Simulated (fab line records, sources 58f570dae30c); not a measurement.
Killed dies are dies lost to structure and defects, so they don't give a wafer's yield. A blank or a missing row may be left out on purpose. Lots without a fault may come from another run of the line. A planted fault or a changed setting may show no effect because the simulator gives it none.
fab line records | flow berkeley_cmos170
record lots=5 wafers=15 last_day=11
route steps=331 shown FIELD@126 GATE@127 PLDD@145 NLDD@158 SPACER@171
lots that met no fault: from a run of the same line without faults
start_h: hours from the record's first day to the start of the lot's first wafer shown | wait_h: hours since the lot's step before | " the same as in the row above | L1.1+2: a row that stands for several wafers | - no value, or no start given | * or withheld: withheld | < > ~ a bound
route shown NAME@n: a module of which the file shows steps, and the number in the route of the first | usual: mean/standard deviation of fault-free wafers | same: alike in all rows | chamber/n: place in a boat | sites: the reading at each site | _std_site: their standard deviation | _edge_site: outer sites' mean less inner sites' | radius_mm: how far each site lies from the wafer's centre | mask NAME#n: copy n | behind: the tool/chamber that last shaped the wafer | hold: why the lot was held/for how many hours/how that ended | device: the transistor (n, p or np) that didn't switch | end of line: the same wafers' tests at the end of the route | a step without rows: its recipe alone | killed: dies lost to structure and defects at the first sort, not the wafer's yield | map: a wafer's dies, x killed, . not, _ none there
set.NAME: the setting as run; set.NAME@STEP: as run at that earlier step | model.NAME: the simulator's own value behind a step, which no gauge read
lots at some steps of the route; a table a step, a row a wafer
services: from which hour (start_h, from the record's first day; less than 0 if before it) a tool's chamber was out of use, for how many hours, and why
## steps
# step UCB170_FIELD_THK_MEAS_91
# recipe reads=SiO2_of_FIELD_OXIDATION_01
# usual FIELD_OXIDE_LEFT_2_THK=357/10
# columns lot.wafer tool chamber start_h wait_h FIELD_OXIDE_LEFT_2_THK[nm]
L086.1 film_metro-01 - 168.79 0.0 354
L086.4 " - " " 350
L086.6 " - " " 355
L088.2 film_metro-04 - 196.32 0.0 360
L088.3 " - " " 370
L088.5 " - " " 369
L089.1 film_metro-03 - 196.57 0.0 358
L089.3 " - " " 360
L089.5 " - " " 365
L096.1 film_metro-01 - 213.96 0.0 356
L096.2 " - " " 348
L096.5 " - " " 342
L095.3 film_metro-04 - 213.98 0.0 379
L095.5 " - " " 380
L095.6 " - " " 382
# step UCB170_GATE_OXIDATION_01
# recipe temp_c=850 ambient=O2 target_thk_a=66 ox_time_s=1800
# usual tube_center_temp_C=850/0.074
# columns lot.wafer tool chamber start_h wait_h tube_center_temp_C
L086.1 furnace-04 0 172.50 3.7 850.04
L086.4 " 0 " " 850.05
L086.6 " 0 " " 850.17
L088.2 furnace-04 0 196.71 0.4 850.01
L088.3 " 0 " " 849.86
L088.5 " 0 " " 849.96
L089.1 furnace-04 0 196.71 0.1 850.18
L089.3 " 0 " " 850.03
L089.5 " 0 " " 849.9
L095.3 furnace-04 0 215.18 1.2 849.93
L095.5 " 0 " " 849.93
L095.6 " 0 " " 849.94
L096.1 furnace-04 0 215.18 1.2 849.99
L096.2 " 0 " " 850.01
L096.5 " 0 " " 849.87
# step UCB170_GATE_THK_MEAS_02
# recipe reads=SiO2_of_GATE_OXIDATION_01
# usual GATE_OXIDE_THK=6.51/0.13
# columns lot.wafer tool chamber start_h wait_h GATE_OXIDE_THK[nm]
L086.1 film_metro-02 - 174.00 0.0 6.38
L086.4 " - " " 6.49
L086.6 " - " " 6.43
L088.2 film_metro-04 - 198.22 0.0 6.64
L088.3 " - " " 6.69
L088.5 " - " " 6.61
L089.1 film_metro-03 - 198.27 0.1 6.45
L089.3 " - " " 6.46
L089.5 " - " " 6.60
L096.1 film_metro-02 - 216.68 0.0 6.42
L096.2 " - " " 6.65
L096.5 " - " " 6.60
L095.3 film_metro-04 - 216.70 0.0 6.66
L095.5 " - " " 6.67
L095.6 " - " " 6.67
# step UCB170_GATE_ANNEAL_03
# recipe temp_c=900 time_s=1800 ambient=N2
# usual tube_center_temp_C=900.01/0.091
# columns lot.wafer tool chamber start_h wait_h tube_center_temp_C
L086.1 furnace-04 0 177.50 3.5 899.96
L086.4 " 0 " " 900.09
L086.6 " 0 " " 900.14
L088.2 furnace-02 0 200.84 2.6 900.18
L088.3 " 0 " " 900.07
L088.5 " 0 " " 899.92
L089.1 furnace-02 0 200.84 2.6 899.88
L089.3 " 0 " " 900.01
L089.5 " 0 " " 900.16
L095.3 furnace-02 0 219.87 3.2 900.17
L095.5 " 0 " " 900.09
L095.6 " 0 " " 900.02
L096.1 furnace-02 0 219.87 3.2 900.04
L096.2 " 0 " " 900.04
L096.5 " 0 " " 900.06
# step UCB170_GATE_CVD_04
# recipe material=poly-Si temp_c=610 precursor=SiH4 time_s=1440 pressure_mtorr=375 target_thk_nm=214 sih4_flow_sccm=120
# columns lot.wafer tool chamber start_h wait_h
L086.1+4+6 lpcvd-01 1 180.98 2.0
L088.2+3+5 lpcvd-02 1 203.16 0.8
L089.1+3+5 lpcvd-02 0 203.16 0.8
L095.3+5+6 lpcvd-02 0 221.37 0.0
L096.1+2+5 lpcvd-02 0 221.37 0.0
# step UCB170_GATE_THK_MEAS_05
# recipe reads=poly-Si_of_GATE_CVD_04
# usual GATE_POLY_THK=213.7/1.9
# columns lot.wafer tool chamber start_h wait_h GATE_POLY_THK[nm]
L086.1 film_metro-03 - 182.38 0.0 214.7
L086.4 " - " " 215.0
L086.6 " - " " 216.0
L089.1 film_metro-02 - 204.56 0.0 213.4
L089.3 " - " " 213.8
L089.5 " - " " 214.1
L088.2 film_metro-04 - 204.57 0.0 214.9
L088.3 " - " " 216.7
L088.5 " - " " 215.0
L096.1 film_metro-02 - 222.77 0.0 213.9
L096.2 " - " " 214.8
L096.5 " - " " 214.0
L095.3 film_metro-04 - 222.80 0.0 214.1
L095.5 " - " " 215.6
L095.6 " - " " 215.8
# step UCB170_GATE_COAT_06
# recipe resist=BARC temp_c=withheld time_s=withheld spin_rpm=3000 resist_thk_nm=withheld
# columns lot.wafer tool chamber start_h wait_h
L086.1+4+6 litho_track-01 0 182.44 0.1
L088.2+3+5 litho_track-03 0 204.65 0.1
L089.1+3+5 litho_track-01 0 204.84 0.3
L096.1+2+5 litho_track-03 0 223.86 1.1
L095.3+5+6 litho_track-02 0 223.98 1.2
# step UCB170_GATE_COAT_07
# recipe resist=KrF spin_rpm=1500 resist_thk_nm=900
# columns lot.wafer tool chamber start_h wait_h
L086.1+4+6 litho_track-01 0 - -
L088.2+3+5 litho_track-03 0 - -
L089.1+3+5 litho_track-01 0 - -
L096.1+2+5 litho_track-03 0 - -
L095.3+5+6 litho_track-02 0 - -
# step UCB170_GATE_SOFTBAKE_08
# recipe resist=KrF temp_c=131.1 time_s=60
# columns lot.wafer tool chamber start_h wait_h
L086.1+4+6 litho_track-01 0 - -
L088.2+3+5 litho_track-03 0 - -
L089.1+3+5 litho_track-01 0 - -
L096.1+2+5 litho_track-03 0 - -
L095.3+5+6 litho_track-02 0 - -
# step UCB170_GATE_EXPOSE_09
# recipe mask_id=POLY target_cd_nm=350 na=0.5 sigma_outer=0.6 source_shape=conventional dose_mj=21
# columns lot.wafer tool chamber start_h wait_h mask
L086.1+4+6 krf_scanner-01 0 183.05 - POLY#0
L088.2+3+5 krf_scanner-02 0 205.09 - POLY#0
L089.1+3+5 krf_scanner-01 0 205.42 - POLY#0
L096.1+2+5 krf_scanner-01 0 224.44 - POLY#0
L095.3+5+6 krf_scanner-01 0 - - POLY#0
# step UCB170_GATE_PEB_10
# recipe peb_temp_c=130 peb_time_s=withheld resist=KrF
# columns lot.wafer tool chamber start_h wait_h
L086.1+4+6 litho_track-01 0 183.34 0.3
L088.2+3+5 litho_track-02 0 205.50 0.4
L089.1+3+5 litho_track-03 0 205.53 0.1
L096.1+2+5 litho_track-03 0 225.49 1.0
L095.3+5+6 litho_track-01 0 - -
# step UCB170_GATE_DEVELOP_11
# recipe developer=TMAH develop_time_s=45 resist=KrF dev_temp_c=21
# same develop_time_s=45
# columns lot.wafer tool chamber start_h wait_h
L086.1+4+6 litho_track-01 0 - -
L088.2+3+5 litho_track-02 0 - -
L089.1+3+5 litho_track-03 0 - -
L096.1+2+5 litho_track-03 0 - -
L095.3+5+6 litho_track-01 0 - -
# step UCB170_GATE_CD_MEAS_12
# recipe target_cd_nm=350
# usual cd_nm=350.4/1.6
# columns lot.wafer tool chamber start_h wait_h cd_nm
L086.1 cd_sem-01 - 183.71 - 353.3
L086.4 " - " " 351.9
L086.6 " - " " 351.4
L088.2 cd_sem-01 - 205.77 - 347.9
L088.3 " - " " 348.8
L088.5 " - " " 349.2
L089.1 cd_sem-02 - 205.81 - 351.4
L089.3 " - " " 350.2
L089.5 " - " " 350.2
L096.1 cd_sem-02 - 225.76 - 351.4
L096.2 " - " " 351.7
L096.5 " - " " 351.0
L095.3 cd_sem-01 - 225.97 - 349.0
L095.5 " - " " 348.5
L095.6 " - " " 348.3
# step UCB170_GATE_OVL_MEAS_13
# usual GATE_OVL=-2/6.6
# columns lot.wafer tool chamber start_h wait_h GATE_OVL[nm]
L086.1 overlay-02 - 183.83 0.1 -4
L086.4 " - " " -2
L086.6 " - " " -6
L088.2 overlay-01 - 205.88 0.1 -9
L088.3 " - " " 1
L088.5 " - " " 12
L089.1 overlay-02 - 205.93 0.1 1
L089.3 " - " " 2
L089.5 " - " " -9
L096.1 overlay-01 - 225.88 0.1 -1
L096.2 " - " " -9
L096.5 " - " " -1
L095.3 overlay-02 - 226.06 0.1 11
L095.5 " - " " 3
L095.6 " - " " 6
# step UCB170_GATE_ETCH_14
# recipe chemistry=N2/H2 target_depth_a=withheld overetch_a=withheld target=BARC time_s=withheld source_w=500 bias_w=100 pressure_mtorr=30 n2_flow_sccm=100 h2_flow_sccm=200
# usual drypump_motor_current_A=5.7/0.37 oes_product_au=1.002/0.016 throttle_valve_pct=13.28/0.17
# columns lot.wafer tool chamber start_h wait_h drypump_motor_current_A oes_product_au throttle_valve_pct
L086.1 rie_diel-02 0 183.86 0.0 5.6 0.997 13.50
L086.4 " 1 " " 5.0 1.018 13.33
L086.6 " 3 " " 5.7 1.002 13.34
L088.2 rie_diel-03 1 205.91 0.0 5.4 1.008 13.23
L088.3 " 2 " " 5.6 1.022 13.06
L088.5 " 0 " " 5.6 1.014 13.53
L089.1 rie_diel-02 0 205.96 0.0 5.6 1.013 13.48
L089.3 " 2 " " 6.4 0.973 13.26
L089.5 " 2 " " 6.4 0.971 13.26
L096.1 rie_diel-03 1 225.92 0.0 5.4 1.003 13.23
L096.2 " 0 " " 5.7 1.012 13.56
L096.5 " 0 " " 5.6 1.029 13.53
L095.3 rie_diel-02 2 226.08 0.0 6.4 0.977 13.25
L095.5 " 0 " " 5.6 0.987 13.49
L095.6 " 2 " " 6.3 0.978 13.25
# step UCB170_GATE_ETCH_15
# recipe chemistry=HBr/Cl2 target=poly-Si stop_on=SiO2 over_etch_frac=0.3 icp_w=300 bias_w=150 time_s=56.3 pressure_mtorr=15 HBr_flow_sccm=150 Cl2_flow_sccm=50 target_depth_a=2782
# usual drypump_motor_current_A=5.8/0.54 oes_product_au=0.830/0.017 throttle_valve_pct=26.51/0.21
# columns lot.wafer tool chamber start_h wait_h drypump_motor_current_A oes_product_au rf_hours_counter_h throttle_valve_pct
L086.1 rie_si-02 3 183.90 - 6.0 0.834 44 26.60
L086.4 " 0 " " 5.6 0.840 1 26.50
L086.6 " 0 " " 5.6 0.835 - 26.51
L088.2 rie_si-01 2 205.95 - 5.8 0.803 35 26.60
L088.3 " 0 " " 5.6 0.854 47 26.22
L088.5 " 2 " " 5.9 0.812 - 26.61
L089.1 rie_si-02 2 206.01 - 5.8 0.846 20 26.88
L089.3 " 0 " " 5.6 0.836 2 26.49
L089.5 " 1 " " 6.6 0.823 - 26.45
L096.1 rie_si-02 0 225.96 - 5.6 0.832 2 26.50
L096.2 " 1 " " 6.6 0.810 36 26.46
L096.5 " 3 " " 6.0 0.836 - 26.59
L095.3 rie_si-01 3 226.12 - 4.6 0.825 0 26.45
L095.5 " 3 " " 4.6 0.829 - 26.47
L095.6 " 0 " " 5.6 0.861 - 26.23
# step UCB170_GATE_STRIP_16
# recipe chemistry=O2 power_w=400 pressure_mtorr=3500 platen_temp_c=withheld o2_flow_sccm=400 overash_fraction=0.5
# usual drypump_motor_current_A=5.6/0.35 oes_product_au=0.724/0.0048
# columns lot.wafer tool chamber start_h wait_h drypump_motor_current_A oes_product_au rf_hours_counter_h
L086.1 plasma_asher-01 1 183.95 0.0 5.8 0.723 47
L086.4 " 0 " " 5.0 0.725 -
L086.6 " 0 " " 5.0 0.729 -
L088.2 plasma_asher-02 0 206.00 0.0 5.9 0.716 51
L088.3 " 0 " " 5.9 0.727 -
L088.5 " 0 " " 5.9 0.721 -
L089.1 plasma_asher-04 0 206.05 0.0 5.5 0.722 9
L089.3 " 0 " " 5.5 0.723 -
L089.5 " 1 " " 5.4 0.721 -
L096.1 plasma_asher-04 0 226.01 0.0 5.5 0.728 11
L096.2 " 1 " " 5.4 0.727 11
L096.5 " 0 " " 5.4 0.728 -
L095.3 plasma_asher-02 1 226.21 0.1 6.0 0.722 -
L095.5 " 1 " " 6.0 0.717 -
L095.6 " 0 " " 5.9 0.721 -
# step UCB170_GATE_CD_MEAS_90
# recipe target_cd_nm=350
# usual cd_nm=350.5/1.6
# columns lot.wafer tool chamber start_h wait_h cd_nm
L086.1 cd_sem-01 - 184.31 0.3 353.0
L086.4 " - " " 352.4
L086.6 " - " " 351.3
L088.2 cd_sem-02 - 206.12 0.1 347.4
L088.3 " - " " 348.3
L088.5 " - " " 349.3
L089.1 cd_sem-01 - 206.17 0.1 351.5
L089.3 " - " " 350.8
L089.5 " - " " 351.0
L096.1 cd_sem-02 - 226.11 0.1 352.0
L096.2 " - " " 351.9
L096.5 " - " " 350.7
L095.3 cd_sem-02 - 226.31 0.1 349.7
L095.5 " - " " 348.0
L095.6 " - " " 348.8
# step UCB170_GATE_CLEAN_17
# recipe chemistry=SPM temp_c=120 time_s=600
# columns lot.wafer tool chamber start_h wait_h
L086.1+4+6 wet_bench-01 3 184.53 0.2
L088.2+3+5 wet_bench-01 1 208.90 2.8
L089.1+3+5 wet_bench-01 3 208.90 2.7
L096.1+2+5 wet_bench-01 0 226.37 0.2
L095.3+5+6 wet_bench-01 2 226.56 0.2
# step UCB170_PLDD_HMDS_00
# recipe prime_time_s=60 prime_temp_c=100
# columns lot.wafer tool chamber start_h wait_h
L086.1+4+6 litho_track-04 0 184.71 0.0
L088.2+3+5 litho_track-04 0 209.10 0.0
L089.1+3+5 litho_track-01 0 209.38 0.3
L096.1+2+5 litho_track-03 0 226.66 0.1
L095.3+5+6 litho_track-01 0 226.88 0.1
# step UCB170_PLDD_COAT_01
# recipe resist=KrF spin_rpm=1500 resist_thk_nm=900
# columns lot.wafer tool chamber start_h wait_h
L086.1+4+6 litho_track-04 0 184.86 0.1
L088.2+3+5 litho_track-04 0 209.25 0.1
L089.1+3+5 litho_track-01 0 209.53 0.1
L096.1+2+5 litho_track-03 0 226.81 0.1
L095.3+5+6 litho_track-01 0 227.03 0.1
# step UCB170_PLDD_SOFTBAKE_02
# recipe resist=KrF temp_c=130.8 time_s=60
# columns lot.wafer tool chamber start_h wait_h
L086.1+4+6 litho_track-04 0 185.01 0.1
L088.2+3+5 litho_track-04 0 209.40 0.1
L089.1+3+5 litho_track-01 0 209.68 0.1
L096.1+2+5 litho_track-03 0 226.96 0.1
L095.3+5+6 litho_track-01 0 227.18 0.1
# step UCB170_PLDD_EXPOSE_03
# recipe mask_id=PSELECT na=0.5 sigma_outer=0.6 source_shape=conventional target_cd_nm=1200 dose_mj=30
# columns lot.wafer tool chamber start_h wait_h mask
L086.1+4+6 krf_scanner-01 0 185.16 0.1 PSELECT#0
L088.2+3+5 krf_scanner-02 0 209.54 0.1 PSELECT#0
L089.1+3+5 krf_scanner-02 0 210.16 0.5 PSELECT#0
L096.1+2+5 krf_scanner-01 0 227.11 0.1 PSELECT#0
L095.3+5+6 krf_scanner-02 0 227.44 0.2 PSELECT#0
# step UCB170_PLDD_PEB_04
# recipe peb_temp_c=130 peb_time_s=withheld resist=KrF
# columns lot.wafer tool chamber start_h wait_h
L086.1+4+6 litho_track-03 0 185.57 0.4
L088.2+3+5 litho_track-04 0 210.27 0.7
L089.1+3+5 litho_track-01 0 210.73 0.5
L096.1+2+5 litho_track-03 0 227.23 0.1
L095.3+5+6 litho_track-04 0 227.57 0.1
# step UCB170_PLDD_DEVELOP_05
# recipe developer=TMAH develop_time_s=45 resist=KrF dev_temp_c=21
# same develop_time_s=45
# columns lot.wafer tool chamber start_h wait_h
L086.1+4+6 litho_track-03 0 - -
L088.2+3+5 litho_track-04 0 - -
L089.1+3+5 litho_track-01 0 - -
L096.1+2+5 litho_track-03 0 - -
L095.3+5+6 litho_track-04 0 - -
# step UCB170_PLDD_CD_MEAS_06
# recipe target_cd_nm=1200
# usual cd_nm=1200.2/1.4
# columns lot.wafer tool chamber start_h wait_h cd_nm
L086.1 cd_sem-01 - 185.85 - 1202.2
L086.4 " - " " 1202.7
L086.6 " - " " 1202.2
L088.2 cd_sem-02 - 210.54 - 1202.7
L088.3 " - " " 1202.0
L088.5 " - " " 1202.2
L089.1 cd_sem-01 - 211.04 - 1202.4
L089.3 " - " " 1202.9
L089.5 " - " " 1202.6
L096.1 cd_sem-01 - 227.50 - 1198.1
L096.2 " - " " 1197.8
L096.5 " - " " 1196.8
L095.3 cd_sem-01 - 227.83 - 1199.0
L095.5 " - " " 1199.6
L095.6 " - " " 1198.5
# step UCB170_PLDD_OVL_MEAS_07
# usual PLDD_OVL=-3/7.4
# columns lot.wafer tool chamber start_h wait_h PLDD_OVL[nm]
L086.1 overlay-02 - 185.97 0.1 1
L086.4 " - " " 3
L086.6 " - " " 12
L088.2 overlay-02 - 210.65 0.1 -1
L088.3 " - " " -14
L088.5 " - " " -19
L089.1 overlay-02 - 211.16 0.1 -11
L089.3 " - " " -1
L089.5 " - " " 3
L096.1 overlay-02 - 227.62 0.1 -7
L096.2 " - " " 0
L096.5 " - " " -2
L095.3 overlay-01 - 227.92 0.1 -6
L095.5 " - " " -5
L095.6 " - " " -11
# step UCB170_PLDD_IMPLANT_08
# recipe species=BF2 dose_cm2=5e+13 energy_kev=10 tilt_deg=7 rotation_deg=0
# columns lot.wafer tool chamber start_h wait_h
L086.1+4+6 implanter-01 0 186.00 0.0
L088.2+3+5 implanter-01 0 210.70 0.0
L089.1+3+5 implanter-04 0 211.19 0.0
L096.1+2+5 implanter-01 0 227.66 0.0
L095.3+5+6 implanter-04 0 228.00 0.1
# step UCB170_PLDD_IMPLANT_09
# recipe species=BF2 dose_cm2=5e+13 energy_kev=10 tilt_deg=7 rotation_deg=180
# columns lot.wafer tool chamber start_h wait_h
L086.1+4+6 implanter-01 0 186.15 0.1
L088.2+3+5 implanter-01 0 210.85 0.1
L089.1+3+5 implanter-04 0 211.34 0.1
L096.1+2+5 implanter-01 0 227.81 0.1
L095.3+5+6 implanter-04 0 228.15 0.1
# step UCB170_PLDD_STRIP_10
# recipe chemistry=O2 power_w=400 pressure_mtorr=3500 platen_temp_c=withheld o2_flow_sccm=400 overash_fraction=0.5
# usual drypump_motor_current_A=5.5/0.33 oes_product_au=0.735/0.0043 strip_time_to_endpoint_s=21.64/0.074
# columns lot.wafer tool chamber start_h wait_h drypump_motor_current_A oes_product_au rf_hours_counter_h strip_time_to_endpoint_s
L086.1 plasma_asher-04 0 186.30 0.1 5.4 0.741 7 21.63
L086.4 " 1 " " 5.4 0.727 - 21.63
L086.6 " 1 " " 5.4 0.737 - 21.69
L088.2 plasma_asher-01 1 210.98 0.1 5.8 0.742 50 21.73
L088.3 " 1 " " 5.8 0.734 - 21.68
L088.5 " 1 " " 5.9 0.730 - 21.70
L089.1 plasma_asher-01 0 211.49 0.1 5.0 0.738 50 21.62
L089.3 " 1 " " 5.9 0.731 - 21.61
L089.5 " 1 " " 5.8 0.735 - 21.57
L096.1 plasma_asher-01 0 227.96 0.1 5.1 0.735 52 21.67
L096.2 " 1 " " 5.9 0.727 52 21.69
L096.5 " 1 " " 5.8 0.732 - 21.66
L095.3 plasma_asher-03 1 228.28 0.1 5.1 0.738 - 21.55
L095.5 " 1 " " 5.1 0.743 - 21.50
L095.6 " 0 " " 5.9 0.739 - 21.57
# step UCB170_PLDD_TW_MEAS_11
# usual PLDD_TW=1009/12
# columns lot.wafer tool chamber start_h wait_h PLDD_TW
L086.1 film_metro-02 - 186.40 0.1 1014
L086.4 " - " " 1010
L086.6 " - " " 1012
L088.2 film_metro-03 - 211.09 0.1 1027
L088.3 " - " " 1024
L088.5 " - " " 1025
L089.1 film_metro-02 - 211.59 0.1 1013
L089.3 " - " " 1009
L089.5 " - " " 1009
L096.1 film_metro-01 - 228.06 0.1 1011
L096.2 " - " " 1011
L096.5 " - " " 1003
L095.3 film_metro-02 - 228.37 0.1 1012
L095.5 " - " " 1007
L095.6 " - " " 1011
# step UCB170_PLDD_CLEAN_12
# recipe chemistry=SPM temp_c=120 time_s=600
# columns lot.wafer tool chamber start_h wait_h
L086.1+4+6 wet_bench-03 3 186.46 0.1
L088.2+3+5 wet_bench-03 3 212.67 1.6
L089.1+3+5 wet_bench-03 2 212.67 1.1
L096.1+2+5 wet_bench-01 0 228.15 0.1
L095.3+5+6 wet_bench-01 2 228.53 0.2
# step UCB170_NLDD_HMDS_00
# recipe prime_time_s=60 prime_temp_c=100
# columns lot.wafer tool chamber start_h wait_h
L086.1+4+6 litho_track-04 0 186.64 0.0
L088.2+3+5 litho_track-02 0 212.88 0.0
L089.1+3+5 litho_track-03 0 213.12 0.3
L096.1+2+5 litho_track-03 0 228.34 0.0
L095.3+5+6 litho_track-03 0 228.84 0.1
# step UCB170_NLDD_COAT_01
# recipe resist=KrF spin_rpm=1500 resist_thk_nm=900
# columns lot.wafer tool chamber start_h wait_h
L086.1+4+6 litho_track-04 0 186.79 0.1
L088.2+3+5 litho_track-02 0 213.03 0.1
L089.1+3+5 litho_track-03 0 213.27 0.1
L096.1+2+5 litho_track-03 0 228.49 0.1
L095.3+5+6 litho_track-03 0 228.99 0.1
# step UCB170_NLDD_SOFTBAKE_02
# recipe resist=KrF temp_c=130 time_s=60
# columns lot.wafer tool chamber start_h wait_h
L086.1+4+6 litho_track-04 0 186.94 0.1
L088.2+3+5 litho_track-02 0 213.18 0.1
L089.1+3+5 litho_track-03 0 213.42 0.1
L096.1+2+5 litho_track-03 0 228.64 0.1
L095.3+5+6 litho_track-03 0 229.14 0.1
# step UCB170_NLDD_EXPOSE_03
# recipe mask_id=NSELECT na=0.5 sigma_outer=0.6 source_shape=conventional target_cd_nm=1200 dose_mj=30
# columns lot.wafer tool chamber start_h wait_h mask
L086.1+4+6 krf_scanner-01 0 187.09 0.1 NSELECT#0
L088.2+3+5 krf_scanner-01 0 213.45 0.2 NSELECT#0
L089.1+3+5 krf_scanner-01 0 213.92 0.5 NSELECT#0
L096.1+2+5 krf_scanner-02 0 - - NSELECT#0
L095.3+5+6 krf_scanner-02 0 229.28 0.1 NSELECT#0
# step UCB170_NLDD_PEB_04
# recipe peb_temp_c=130 peb_time_s=withheld resist=KrF
# columns lot.wafer tool chamber start_h wait_h
L086.1+4+6 litho_track-02 0 187.21 0.1
L088.2+3+5 litho_track-04 0 213.78 0.3
L089.1+3+5 litho_track-02 0 214.21 0.3
L096.1+2+5 litho_track-03 0 - -
L095.3+5+6 litho_track-02 0 230.21 0.9
# step UCB170_NLDD_DEVELOP_05
# recipe developer=TMAH develop_time_s=45 resist=KrF dev_temp_c=21
# same develop_time_s=45
# columns lot.wafer tool chamber start_h wait_h
L086.1+4+6 litho_track-02 0 - -
L088.2+3+5 litho_track-04 0 - -
L089.1+3+5 litho_track-02 0 - -
L096.1+2+5 litho_track-03 0 - -
L095.3+5+6 litho_track-02 0 - -
# step UCB170_NLDD_CD_MEAS_06
# recipe target_cd_nm=1200
# usual cd_nm=1199.8/1.6
# columns lot.wafer tool chamber start_h wait_h cd_nm
L086.1 cd_sem-01 - 187.48 - 1198.1
L086.4 " - " " 1197.6
L086.6 " - " " 1197.6
L088.2 cd_sem-01 - 214.05 - 1201.0
L088.3 " - " " 1199.9
L088.5 " - " " 1199.6
L089.1 cd_sem-01 - 214.48 - 1197.6
L089.3 " - " " 1198.5
L089.5 " - " " 1199.0
L096.1 cd_sem-02 - 230.42 - 1202.0
L096.2 " - " " 1202.8
L096.5 " - " " 1201.8
L095.3 cd_sem-01 - 230.47 - 1199.5
L095.5 " - " " 1199.4
L095.6 " - " " 1198.4
# step UCB170_NLDD_OVL_MEAS_07
# usual NLDD_OVL=-3/6.5
# columns lot.wafer tool chamber start_h wait_h NLDD_OVL[nm]
L086.1 overlay-02 - 187.60 0.1 -16
L086.4 " - " " 2
L086.6 " - " " -1
L088.2 overlay-02 - 214.16 0.1 9
L088.3 " - " " -7
L088.5 " - " " -6
L089.1 overlay-02 - 214.60 0.1 6
L089.3 " - " " 8
L089.5 " - " " 1
L096.1 overlay-01 - 230.54 0.1 -4
L096.2 " - " " 1
L096.5 " - " " -11
L095.3 overlay-02 - 230.56 0.1 2
L095.5 " - " " -4
L095.6 " - " " 11
# step UCB170_NLDD_IMPLANT_08
# recipe species=As dose_cm2=5e+13 energy_kev=30 tilt_deg=7 rotation_deg=0
# columns lot.wafer tool chamber start_h wait_h
L086.1+4+6 implanter-03 0 187.64 0.0
L088.2+3+5 implanter-04 0 214.21 0.0
L089.1+3+5 implanter-01 0 214.64 0.0
L096.1+2+5 implanter-03 0 230.57 0.0
L095.3+5+6 implanter-01 0 230.64 0.1
# step UCB170_NLDD_IMPLANT_09
# recipe species=As dose_cm2=5e+13 energy_kev=30 tilt_deg=7 rotation_deg=180
# columns lot.wafer tool chamber start_h wait_h
L086.1+4+6 implanter-03 0 187.79 0.1
L088.2+3+5 implanter-04 0 214.36 0.1
L089.1+3+5 implanter-01 0 214.79 0.1
L096.1+2+5 implanter-03 0 230.72 0.1
L095.3+5+6 implanter-01 0 230.79 0.1
# step UCB170_NLDD_STRIP_10
# recipe chemistry=O2 power_w=400 pressure_mtorr=3500 platen_temp_c=withheld o2_flow_sccm=400 overash_fraction=0.5
# usual drypump_motor_current_A=5.6/0.32 oes_product_au=0.734/0.0045 strip_time_to_endpoint_s=21.67/0.057
# columns lot.wafer tool chamber start_h wait_h drypump_motor_current_A oes_product_au rf_hours_counter_h strip_time_to_endpoint_s
L086.1 plasma_asher-04 0 187.94 0.1 5.5 0.734 7 21.66
L086.4 " 0 " " 5.5 0.734 - 21.63
L086.6 " 1 " " 5.4 0.732 - 21.72
L088.2 plasma_asher-04 1 214.49 0.1 5.4 0.732 10 21.59
L088.3 " 0 " " 5.4 0.735 - 21.60
L088.5 " 1 " " 5.4 0.730 - 21.66
L089.1 plasma_asher-02 1 214.94 0.1 6.1 0.735 51 21.72
L089.3 " 1 " " 6.1 0.733 - 21.74
L089.5 " 1 " " 6.0 0.733 - 21.71
L096.1 plasma_asher-04 0 230.87 0.1 5.5 0.731 12 21.64
L096.2 " 1 " " 5.4 0.735 12 21.66
L096.5 " 0 " " 5.5 0.740 - 21.67
L095.3 plasma_asher-03 0 230.92 0.1 5.9 0.739 - 21.75
L095.5 " 1 " " 5.2 0.733 - 21.73
L095.6 " 0 " " 5.9 0.731 - 21.68
# step UCB170_NLDD_TW_MEAS_11
# usual NLDD_TW=2212/27
# columns lot.wafer tool chamber start_h wait_h NLDD_TW
L086.1 film_metro-03 - 188.04 0.1 2254
L086.4 " - " " 2252
L086.6 " - " " 2232
L088.2 film_metro-01 - 214.60 0.1 2177
L088.3 " - " " 2189
L088.5 " - " " 2172
L089.1 film_metro-03 - 215.04 0.1 2256
L089.3 " - " " 2251
L089.5 " - " " 2240
L096.1 film_metro-01 - 230.97 0.1 2211
L096.2 " - " " 2218
L096.5 " - " " 2212
L095.3 film_metro-02 - 231.03 0.1 2220
L095.5 " - " " 2217
L095.6 " - " " 2230
# step UCB170_NLDD_CLEAN_12
# recipe chemistry=SPM temp_c=120 time_s=600
# columns lot.wafer tool chamber start_h wait_h
L086.1+4+6 wet_bench-02 3 188.10 0.1
L088.2+3+5 wet_bench-01 0 214.65 0.0
L089.1+3+5 wet_bench-01 3 215.20 0.1
L095.3+5+6 wet_bench-04 0 232.43 1.4
L096.1+2+5 wet_bench-04 2 232.43 1.4
# step UCB170_SPACER_CVD_00
# recipe material=SiO2 target_thk_nm=376 temp_c=390 precursor=TEOS/O2 time_s=47 rf_w=550 pressure_mtorr=9000
# usual heater_power_w=252/52
# columns lot.wafer tool chamber start_h wait_h heater_power_w
L086.1 pecvd-04 2 188.27 0.0 188
L086.4 " 2 " " 205
L086.6 " 0 " " 249
L088.2 pecvd-03 2 214.82 0.0 259
L088.3 " 1 " " 218
L088.5 " 0 " " 280
L089.1 pecvd-02 1 215.37 0.0 277
L089.3 " 0 " " 238
L089.5 " 2 " " 304
L095.3 pecvd-02 2 232.60 0.0 368
L095.5 " 1 " " 316
L095.6 " 0 " " 209
L096.1 pecvd-04 1 232.60 0.0 290
L096.2 " 0 " " 219
L096.5 " 1 " " 302
## services
# columns tool chamber start_h hours kind
implanter-01 - 148.78 4.0 repair
krf_scanner-02 - 148.86 0.8 pm
krf_scanner-01 - 152.99 0.8 pm
krf_scanner-02 - 153.74 1.0 pm
pecvd-03 2 156.42 3.7 repair
plasma_asher-03 - 159.38 0.9 repair
krf_scanner-02 - 165.39 4.0 pm
krf_scanner-01 0 167.25 - calibration
rie_diel-02 2 176.82 - clean
rie_diel-02 2 176.82 27.2 scheduled_down
rie_diel-02 2 176.82 27.2 vent_cycle
furnace-02 - 180.21 4.1 pm
implanter-01 - 180.84 1.8 repair
pecvd-03 - 184.38 1.7 repair
wet_bench-02 - 192.33 19.8 repair
lpcvd-01 - 193.90 2.8 pm
implanter-01 - 194.22 6.5 pm
rie_si-02 0 198.32 2.4 repair
rie_diel-02 1 205.29 5.3 repair
rie_diel-02 1 210.56 - clean
rie_diel-02 1 210.56 27.6 scheduled_down
rie_si-02 - 213.00 2.8 pm
pecvd-02 0 227.39 3.9 repair
krf_scanner-01 - 228.59 1.0 pm
## key
fault none
